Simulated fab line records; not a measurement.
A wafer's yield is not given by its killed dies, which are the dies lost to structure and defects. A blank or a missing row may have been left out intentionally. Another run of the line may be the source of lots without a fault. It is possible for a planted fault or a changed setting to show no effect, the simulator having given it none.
Struck lot and sound lot, side by side -- flow berkeley-cmos170 -- 16 steps out of a route of 331
Sound: wafers L456.3, L456.4, L456.5. The struck wafers were L465.1, L465.4, L465.5. Last of all comes the cause.
Order at every step that has rows: each side's tool, ch and its chambers, its first start. Under that, the readings that differ: sound wafers -- struck wafers -- difference of the means -- sigmas: that difference in standard deviations of wafers without a fault.
alike: words and numbers the same on both sides, and readings whose means are apart by under 2 such deviations; not compared: readings that were withheld, readings missing a value for some wafer, numbers with overlapping values and no deviation given by the record, and bounds like >300 which may hide the same value.
A row with sigmas, a row that says differs or no value, or rows on one side alone: a step with any of these is where the two part. When numbers do not overlap yet have no deviation, they are printed without sigmas and do not part them. A reading that every wafer of one side lacks parts them only if that side has two wafers or more.

first, 5 steps without rows for these wafers: UCB170_M1_COAT_04 (resist thk 900 nm); UCB170_M1_SOFTBAKE_05 (time 60 s); UCB170_M1_EXPOSE_06 (exposes mask METAL1, target cd 700 nm); UCB170_M1_PEB_07; UCB170_M1_DEVELOP_08 (develop time 45 s).
UCB170_M1_CD_MEAS_09: the cd target is 700 nm.
  sound on cd-sem-02, day 8 21:29; struck on cd-sem-02, day 11 14:27
  alike: cd-nm
UCB170_M1_OVL_MEAS_10:
  sound on overlay-02, day 8 21:35; struck on overlay-02, day 11 14:34
  alike: M1_OVL
UCB170_M1_ETCH_11: etches BARC in N2/H2.
  sound on rie-diel-01 ch 0,3, day 8 21:37; struck on rie-diel-01 ch 2,3, day 11 14:36
  alike: drypump-motor-current-A, h2-flow-sccm, oes-product-au, throttle-valve-pct
UCB170_M1_METAL_ETCH_12: etches Al in Cl2/BCl3, stops on PSG, target depth 780 nm, time 130 s.
  sound on rie-metal-03 ch 0,1, day 8 21:41; struck on rie-metal-02 ch 1, day 11 14:39
reading,sound,struck,difference,sigmas
oes-product-au (a.u.),0.840 0.849 0.840,0.883 0.859 0.869,+0.027,+2
throttle-valve-pct (%),24.1 24.4 24.4,25.1 25.1 25.1,+0.8,+2
  alike: drypump-motor-current-A
  not compared: rf-hours-counter-h
UCB170_M1_STRIP_13: strips in O2.
  sound on plasma-asher-04 ch 0,1, day 8 21:49; struck on plasma-asher-03 ch 0,1, day 11 14:55
  alike: drypump-motor-current-A, oes-product-au
  not compared: rf-hours-counter-h
UCB170_M1_CD_MEAS_90: the cd target is 700 nm.
  sound on cd-sem-02, day 8 21:59; struck on cd-sem-02, day 11 15:01
  alike: cd-nm
then, 1 step without rows for these wafers: UCB170_M1_ANNEAL_14 (time 1200 s).
UCB170_V1_CVD_00: deposits SiO2 from TEOS/O2, target thk 2000 nm, time 250 s.
  sound on pecvd-02 ch 0,1,2, day 8 23:24; struck on pecvd-03 ch 0,1,2, day 11 17:57
  alike: heater-power-w
UCB170_V1_THK_MEAS_01:
  sound on film-metro-04, day 8 23:35; struck on film-metro-02, day 11 18:14
reading,sound,struck,difference,sigmas
V1_TEOS_THK (nm),1927 2006 2000,3985 3995 4063,+2037,+78
UCB170_V1_CMP_02: polishes SiO2.
  sound on cmp-02 ch 1,3, day 8 23:40; struck on cmp-02 ch 0,2, day 11 18:20
  alike: motor-current-A
UCB170_M3_PROBE_99:
  rows exist in the record for the struck wafers here (prober-02, day 12 05:40), but not for the sound ones

== WHERE THEY PART ==
Earliest at UCB170_M1_METAL_ETCH_12; latest, in this record, at UCB170_M3_PROBE_99.

WHY: whatever the simulator had introduced
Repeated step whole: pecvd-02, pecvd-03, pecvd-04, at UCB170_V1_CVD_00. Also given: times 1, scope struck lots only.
